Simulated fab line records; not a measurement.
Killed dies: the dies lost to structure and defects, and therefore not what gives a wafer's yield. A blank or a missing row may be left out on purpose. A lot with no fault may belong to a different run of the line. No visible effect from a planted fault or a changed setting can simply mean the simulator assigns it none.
The tool behind it: which one?	flow rit cmos	15 lots, 45 wafers sampled, at 6 steps of a route of 202

== WHAT THE GAUGES READ, wafer by wafer ==
RIT_ACTIVE_CD_MEAS_11: the cd target is 1400 nm.
lot	measured	on	cd nm (nm)
L563	day 1 19:50	cd sem-01	1399.5 1396.6 1399.4
L564	day 2 00:30	cd sem-01	1406.7 1401.9 1401.2
L565	day 2 05:50	cd sem-02	1401.0 1399.1 1401.2
L566	day 2 11:43	cd sem-02	1399.5 1398.6 1398.7
L567	day 2 16:20	cd sem-02	1396.5 1395.5 1394.6
L568	day 2 20:34	cd sem-01	1401.0 1399.0 1400.1
L569	day 3 02:40	cd sem-01	1402.4 1403.8 1404.0
L570	day 3 07:19	cd sem-02	1401.0 1400.4 1399.6
L571	day 3 12:14	cd sem-02	1398.4 1399.2 1402.0
L572	day 3 17:46	cd sem-01	1396.1 1396.8 1398.6
L573	day 3 21:50	cd sem-01	1399.5 1400.1 1401.7
L574	day 4 02:46	cd sem-01	1400.8 1401.7 1399.6
L581	day 5 19:49	cd sem-02	1400.0 1400.9 1401.3
L584	day 6 04:29	cd sem-02	1400.6 1403.4 1399.9
L585	day 6 10:39	cd sem-01	1401.9 1401.7 1404.3

RIT_NRETRO_OVL_MEAS_06.
lot	measured	on	NRETRO_OVL (nm)
L563	day 2 10:31	overlay-02	1.8 1.8 2.3
L564	day 2 16:22	overlay-01	-0.9 -0.9 -1.4
L565	day 2 21:50	overlay-01	0.4 -1.1 1.8
L566	day 3 04:05	overlay-01	2.3 1.0 0.4
L567	day 3 10:07	overlay-01	3.7 3.8 2.9
L568	day 3 14:34	overlay-02	-1.1 0.3 -0.3
L569	day 3 18:05	overlay-01	2.2 1.8 2.1
L570	day 3 23:17	overlay-02	-2.9 -0.8 -0.3
L571	day 4 07:22	overlay-01	2.9 0.6 2.1
L572	day 4 12:26	overlay-02	-0.4 -1.1 -0.4
L573	day 4 12:46	overlay-01	1.3 1.5 1.5
L574	day 4 19:01	overlay-01	0.6 0.0 1.2
L581	day 6 13:51	overlay-02	-1.1 0.0 1.3
L584	day 6 20:50	overlay-01	0.9 0.1 1.3
L585	day 7 03:25	overlay-02	1.9 2.6 2.0

RIT_NLDD_TW_MEAS_10.
lot	measured	on	NLDD_TW
L563	day 2 23:31	film metro-04	2487 2468 2483
L564	day 3 06:51	film metro-04	2477 2474 2482
L565	day 3 13:45	film metro-02	2483 2481 2485
L566	day 3 16:17	film metro-03	2500 2483 2485
L567	day 4 01:52	film metro-02	2485 2485 2486
L568	day 4 04:47	film metro-04	2456 2460 2451
L569	day 4 07:13	film metro-02	2475 2490 2493
L570	day 4 14:58	film metro-04	2458 2454 2463
L571	day 4 21:03	film metro-03	2499 2502 2492
L572	day 5 02:16	film metro-03	2673 2662 2659
L573	day 5 03:55	film metro-03	2667 2654 2646
L574	day 5 11:32	film metro-04	2651 2637 2646
L581	day 7 02:07	film metro-02	2495 2481 2495
L584	day 7 13:59	film metro-04	2456 2468 2461
L585	day 7 17:55	film metro-03	2493 2498 2477

RIT_NSD_OVL_MEAS_06.
lot	measured	on	NSD_OVL (nm)
L563	day 3 04:27	overlay-02	0.6 1.2 1.7
L564	day 3 12:03	overlay-02	1.7 3.9 1.2
L565	day 3 18:35	overlay-02	2.5 1.5 0.7
L566	day 3 21:23	overlay-01	-2.3 -1.7 -2.2
L567	day 4 07:02	overlay-02	1.2 0.0 -0.2
L568	day 4 09:53	overlay-02	-1.5 -1.8 -1.3
L569	day 4 12:22	overlay-01	0.7 -0.1 0.7
L570	day 4 19:56	overlay-02	-1.5 -1.7 -2.5
L571	day 5 02:04	overlay-01	1.0 1.0 0.6
L572	day 5 07:07	overlay-01	0.2 1.0 0.9
L573	day 5 09:08	overlay-01	1.3 2.9 1.7
L574	day 5 16:30	overlay-01	0.2 1.9 0.3
L581	day 7 07:06	overlay-01	2.0 1.9 1.7
L584	day 7 19:53	overlay-01	-0.3 -1.2 -0.2
L585	day 7 23:40	overlay-01	-0.8 -0.2 -0.1

RIT_SDANNEAL_RS_MEAS_07: uses a four-point probe to measure.
lot	measured	on	NLDD_RS (ohm/sq)
L563	day 3 07:25	film metro-03	151.7 152.3 152.4
L564	day 3 14:59	film metro-02	151.7 151.7 151.8
L565	day 3 21:33	film metro-04	151.2 151.0 151.4
L566	day 4 00:20	film metro-02	151.9 151.7 152.1
L567	day 4 10:04	film metro-04	151.7 151.8 151.6
L568	day 4 12:44	film metro-02	150.6 150.5 150.7
L569	day 4 15:40	film metro-04	151.2 151.3 151.4
L570	day 4 23:00	film metro-03	152.1 152.2 151.7
L571	day 5 05:01	film metro-02	150.1 150.7 150.4
L572	day 5 09:53	film metro-03	122.7 122.8 122.9
L573	day 5 12:20	film metro-04	122.6 122.2 122.6
L574	day 5 19:25	film metro-02	122.8 123.2 123.0
L581	day 7 09:53	film metro-03	152.9 152.5 152.7
L584	day 7 22:44	film metro-02	151.4 151.5 150.9
L585	day 8 02:28	film metro-04	151.2 151.3 151.4

== TOOL THAT RAN EACH LOT (tool first, then ch and the chambers of the sampled wafers, then the start) ==
lot	RIT_NLDD_IMPLANT_08
L563	implanter-02 ch 0, day 2 23:13
L564	implanter-04 ch 0, day 3 06:32
L565	implanter-04 ch 0, day 3 13:28
L566	implanter-04 ch 0, day 3 15:58
L567	implanter-04 ch 0, day 4 01:35
L568	implanter-03 ch 0, day 4 04:28
L569	implanter-04 ch 0, day 4 06:55
L570	implanter-04 ch 0, day 4 14:41
L571	implanter-03 ch 0, day 4 20:44
L572	implanter-04 ch 0, day 5 01:56
L573	implanter-04 ch 0, day 5 03:36
L574	implanter-04 ch 0, day 5 11:13
L581	implanter-03 ch 0, day 7 01:47
L584	implanter-03 ch 0, day 7 13:42
L585	implanter-03 ch 0, day 7 17:37
- RIT_NLDD_IMPLANT_08

== WHAT THE TOOLS THEMSELVES READ (means of the sampled wafers that have a number; where no wafer has one, the mark that the record gives instead) ==
RIT_NLDD_IMPLANT_08.
lot	tool	dose ions cm2	faraday current uA
L563	implanter-02	5e+14	1577
L564	implanter-04	5e+14	1569
L565	implanter-04	5e+14	1560
L566	implanter-04	5e+14	1591
L567	implanter-04	5e+14	1567
L568	implanter-03	5e+14	1548
L569	implanter-04	5e+14	1590
L570	implanter-04	5e+14	1557
L571	implanter-03	5e+14	1581
L572	implanter-04	7e+14	2023
L573	implanter-04	6e+14	2024
L574	implanter-04	7e+14	2054
L581	implanter-03	5e+14	1565
L584	implanter-03	5e+14	1582
L585	implanter-03	5e+14	1590

== THE ANSWER, worked out from the rows above alone ==
Rule: the lots themselves supply what counts as usual. The widest of any qualifying gaps counts: lots, ordered by their means at a reading, are off when they make up no more than a third of the lots, leave a main group of 4 or more, and stand apart from it by 3 or more times the standard deviation of that group's means. The tables above print the reading to a certain number of digits; a main group whose means all agree to those digits is not used. A lot without any number at a reading at which 4 lots or more have one is off too. Where the step has rows for the other lots, those lots are counted as sound. First the gauges in route order, then the tools' own readings, where a lot's mean is used as printed above. The first step at which some lot is off is used, and at that step the reading that is off furthest; a lot without a number counts as furthest.
Off: L572, L573, L574, at RIT_NLDD_TW_MEAS_10 (NLDD_TW). For the main group the mean is 2479 and the standard deviation 13.
If a tool, at a process step before that reading, ran all the lots that are off and no sound lot after the first of them, it fits. The gauges at RIT_NLDD_TW_MEAS_10 aren't tried: what is off there is off at RIT_NLDD_IMPLANT_08 too, on other tools, and a gauge's error can't cause that. One fits: RIT_NLDD_IMPLANT_08 on implanter-04. Its last sound lot is L570 (day 4 14:41), its first lot that is off L572 (day 5 01:56): a fault that began between those two fits.
The tool's own readings at RIT_NLDD_IMPLANT_08 bear it out: on the lots that are off they differ by more than 5 times the standard deviation of the sound lots' means. dose ions cm2 reads 7e+14 there against 5e+14 on the sound lots; faraday current uA reads 2034 there against 1573 on the sound lots.

== WHAT WAS PUT IN BY THE SIMULATOR ==
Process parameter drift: implanter-04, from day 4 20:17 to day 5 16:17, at RIT_NLDD_IMPLANT_08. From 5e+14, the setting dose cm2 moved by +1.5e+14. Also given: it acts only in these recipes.
Shown lots that were struck: L572, L573, L574. The rule above found the same.
